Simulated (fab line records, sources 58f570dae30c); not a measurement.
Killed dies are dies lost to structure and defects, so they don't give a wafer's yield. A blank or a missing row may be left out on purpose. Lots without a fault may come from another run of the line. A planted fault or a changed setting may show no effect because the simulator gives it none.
Chamber matching | flow berkeley_cmos170 | UCB170_CONTACT_ETCH_17 on rie_diel-02: 4 sister chambers
The step etches BARC in N2/H2. 8 wafers are shown with their chamber, then 8 later ones without.

WAFERS WITH THEIR CHAMBER
wafer  | chamber | throttle_valve_pct (%) | drypump_motor_current_A (A)
L446.5 | 3       | 13.41                  | 5.3
L451.1 | 0       | 13.19                  | 5.3
L451.4 | 0       | 13.18                  | 5.2
L451.6 | 2       | 13.62                  | 4.9
L453.1 | 2       | 13.60                  | 4.9
L453.2 | 1       | 13.16                  | 5.4
L453.3 | 3       | 13.38                  | 5.3
L454.1 | 1       | 13.18                  | 5.4

WAFERS WITHOUT THEIR CHAMBER
wafer  | throttle_valve_pct (%) | drypump_motor_current_A (A)
L454.5 | 13.18                  | 5.2
L454.6 | 13.41                  | 5.3
L455.1 | 13.40                  | 5.3
L455.4 | 13.61                  | 4.9
L455.6 | 13.60                  | 4.9
L461.1 | 13.17                  | 5.4
L461.2 | 13.41                  | 5.3
L461.4 | 13.19                  | 5.2

WHICH CHAMBER EACH WENT THROUGH
wafer  | from the rows above | in truth
L454.5 | 0                   | 0
L454.6 | 3                   | 3
L455.1 | 3                   | 3
L455.4 | 2                   | 2
L455.6 | 2                   | 2
L461.1 | 1                   | 1
L461.2 | 3                   | 3
L461.4 | 0                   | 0
Placed correctly: 8 of 8. Can't be placed from these rows: 0. Placed wrongly: 0.
How it was worked out, from the rows above alone: a wafer's distance from a chamber is the root of the sum, over the readings, of the square of ((its reading less the chamber's mean) divided by the reading's scatter). The wafer belongs to the nearest chamber; if the next one is less than 2 further off, it can't be placed. A chamber's mean is the mean of its shown wafers. The scatter: the root of (the sum of the squares of (reading less its chamber's mean) over the shown wafers, divided by (wafers less chambers)).
